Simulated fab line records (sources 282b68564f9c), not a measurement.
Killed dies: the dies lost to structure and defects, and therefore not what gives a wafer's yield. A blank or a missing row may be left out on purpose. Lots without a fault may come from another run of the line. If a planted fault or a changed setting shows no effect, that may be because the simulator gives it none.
The tool behind it: which one?    flow ritCmos    15 lots with 45 wafers sampled at 5 steps, on a route of 202 steps

WHAT THE GAUGES SHOWED, per wafer
RIT_FOX1_THK_MEAS_01. Usual: FOX1_OXIDE_THK typically reads 349 nm, with standard deviation 7.5.
lot   measured     on            FOX1_OXIDE_THK (nm)  flag
L341  day 1 17:10  filmMetro-03  348 345 347          
L342  day 1 21:49  filmMetro-03  336 341 339          
L343  day 2 02:50  filmMetro-02  344 356 347          
L344  day 2 07:57  filmMetro-03  349 352 353          
L346  day 2 20:18  filmMetro-02  332 336 338          
L347  day 3 00:41  filmMetro-03  347 348 344          
L348  day 3 05:23  filmMetro-04  353 365 355          
L349  day 3 09:02  filmMetro-04  207 208 214          OFF
L351  day 3 20:38  filmMetro-02  208 194 202          OFF
L352  day 4 02:01  filmMetro-02  209 208 210          OFF
L356  day 4 21:37  filmMetro-04  348 354 350          
L359  day 5 11:37  filmMetro-03  355 360 356          
L361  day 5 21:26  filmMetro-02  354 356 359          
L362  day 6 01:53  filmMetro-03  348 353 355          
L364  day 6 11:57  filmMetro-03  351 355 351          

RIT_PWELL_TW_MEAS_10. Usual: PWELL_TW typically reads 937, with standard deviation 7.5.
lot   measured     on            PWELL_TW     flag
L341  day 1 22:52  filmMetro-01  932 933 934  
L342  day 2 03:34  filmMetro-02  946 945 942  
L343  day 2 08:19  filmMetro-04  928 927 932  
L344  day 2 13:49  filmMetro-04  927 930 931  
L346  day 3 01:58  filmMetro-04  938 941 949  
L347  day 3 06:30  filmMetro-02  944 940 939  
L348  day 3 11:23  filmMetro-02  941 944 941  
L349  day 3 14:45  filmMetro-02  941 942 943  
L351  day 4 02:55  filmMetro-04  933 937 930  
L352  day 4 07:46  filmMetro-01  926 928 928  
L356  day 5 03:41  filmMetro-02  948 950 952  
L359  day 5 17:14  filmMetro-04  932 933 932  
L361  day 6 03:11  filmMetro-04  932 933 935  
L362  day 6 07:38  filmMetro-02  953 949 949  
L364  day 6 17:34  filmMetro-04  939 934 938  

RIT_GATE_OVL_MEAS_17. Usual: GATE_OVL typically reads 0.5 nm, with standard deviation 1.6.
lot   measured     on          GATE_OVL (nm)   flag
L341  day 2 13:02  overlay-01  0.8 -1.0 2.2    
L342  day 2 18:21  overlay-01  0.7 0.0 1.0     
L343  day 2 21:40  overlay-01  2.3 2.9 2.2     
L344  day 3 04:10  overlay-02  1.1 -0.7 0.6    
L346  day 3 18:18  overlay-02  1.4 4.3 3.7     
L347  day 4 00:31  overlay-01  -1.0 -1.7 -1.5  
L348  day 4 01:59  overlay-01  2.1 0.7 1.8     
L349  day 4 04:59  overlay-01  -0.5 -1.0 -1.3  
L351  day 4 16:49  overlay-02  2.3 2.4 0.9     
L352  day 4 23:01  overlay-01  -0.4 2.5 2.1    
L356  day 5 18:54  overlay-02  1.5 2.8 1.4     
L359  day 6 07:49  overlay-02  -0.9 -0.1 0.0   
L361  day 6 16:19  overlay-01  0.9 0.5 1.4     
L362  day 6 22:28  overlay-01  -1.6 -0.7 -0.7  
L364  day 7 07:50  overlay-02  -1.3 -1.0 1.7   

WHICH TOOL RAN EACH LOT (tool, then ch and the chambers of the sampled wafers, then the start)
lot   RIT_FOX1_OXIDATION_00         RIT_NWELL_STRIP_09
L341  furnace-03 ch 0, day 1 15:52  plasmaAsher-04 ch 0,1, day 1 21:08
L342  furnace-01 ch 0, day 1 20:31  plasmaAsher-04 ch 0,1, day 2 01:41
L343  furnace-04 ch 0, day 2 01:30  plasmaAsher-04 ch 0,1, day 2 06:37
L344  furnace-04 ch 0, day 2 06:38  plasmaAsher-02 ch 0,1, day 2 11:48
L346  furnace-03 ch 0, day 2 18:59  plasmaAsher-02 ch 0,1, day 3 00:07
L347  furnace-04 ch 0, day 2 23:22  plasmaAsher-02 ch 0,1, day 3 04:46
L348  furnace-01 ch 0, day 3 04:03  plasmaAsher-02 ch 0, day 3 09:31
L349  furnace-03 ch 0, day 3 07:41  plasmaAsher-02 ch 0,1, day 3 12:56
L351  furnace-03 ch 0, day 3 19:20  plasmaAsher-03 ch 0,1, day 4 01:11
L352  furnace-03 ch 0, day 4 00:41  plasmaAsher-02 ch 0,1, day 4 05:46
L356  furnace-01 ch 0, day 4 20:18  plasmaAsher-03 ch 0,1, day 5 01:58
L359  furnace-01 ch 0, day 5 10:18  plasmaAsher-04 ch 0,1, day 5 15:22
L361  furnace-01 ch 0, day 5 20:07  plasmaAsher-04 ch 0,1, day 6 01:28
L362  furnace-04 ch 0, day 6 00:34  plasmaAsher-03 ch 0,1, day 6 05:54
L364  furnace-01 ch 0, day 6 10:38  plasmaAsher-02 ch 0,1, day 6 15:51
- RIT_FOX1_OXIDATION_00: target thk 350.7 nm, ox time 1130 s.
- RIT_NWELL_STRIP_09: strips in O2, time 180 s.

WHAT THE TOOLS THEMSELVES READ (means of the sampled wafers that have a number; where no wafer has one, the mark that the record gives instead)
RIT_FOX1_OXIDATION_00. Usual: tube_center_temp_C_max reads 1102.9 (standard deviation 0.45).
lot   tool        tube_center_temp_C_max  flag
L341  furnace-03  1102.8                  
L342  furnace-01  1102.9                  
L343  furnace-04  1102.8                  
L344  furnace-04  1102.7                  
L346  furnace-03  1103.2                  
L347  furnace-04  1102.5                  
L348  furnace-01  1102.9                  
L349  furnace-03  1102.7                  
L351  furnace-03  1102.8                  
L352  furnace-03  1102.8                  
L356  furnace-01  1102.7                  
L359  furnace-01  1102.6                  
L361  furnace-01  1102.8                  
L362  furnace-04  1103.0                  
L364  furnace-01  1102.9                  

RIT_NWELL_STRIP_09. Usual: drypumpMotorCurrentA reads 6.0 A (standard deviation 0.39).
lot   tool            drypumpMotorCurrentA (A)  flag
L341  plasmaAsher-04  5.9                       
L342  plasmaAsher-04  6.4                       
L343  plasmaAsher-04  6.3                       
L344  plasmaAsher-02  5.9                       
L346  plasmaAsher-02  5.8                       
L347  plasmaAsher-02  5.8                       
L348  plasmaAsher-02  6.0                       
L349  plasmaAsher-02  5.9                       
L351  plasmaAsher-03  6.0                       
L352  plasmaAsher-02  5.9                       
L356  plasmaAsher-03  6.0                       
L359  plasmaAsher-04  5.9                       
L361  plasmaAsher-04  5.9                       
L362  plasmaAsher-03  6.2                       
L364  plasmaAsher-02  5.9                       

THE ANSWER, worked out from the rows above alone
Rule: lot off if the mean of its wafers having a number is beyond 3 standard deviations from the usual mean. A lot without any number at a reading at which 4 lots or more have one is off too. Any other lot the step has rows for is counted as sound. First the gauges in route order, then the tools' own readings, where a lot's mean is used as printed above. At the first step where some lot is off, the reading lying furthest off is the one used; lots without a number count as furthest.
Off: L349, L351, L352, seen at RIT_FOX1_THK_MEAS_01 (FOX1_OXIDE_THK).
If a tool, at a process step before that reading, ran all the lots that are off and no sound lot after the first of them, it fits. The gauges at RIT_FOX1_THK_MEAS_01 are tried like those tools. One fits: RIT_FOX1_OXIDATION_00 on furnace-03. Its last sound lot is L346 (day 2 18:59), its first lot that is off L349 (day 3 07:41): a fault that began between those two fits.

WHAT THE SIMULATOR HAD INSERTED
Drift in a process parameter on furnace-03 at RIT_FOX1_OXIDATION_00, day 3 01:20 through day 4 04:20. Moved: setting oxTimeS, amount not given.
Struck lots among those shown: L349, L351, L352. This agrees with what the rule above found.
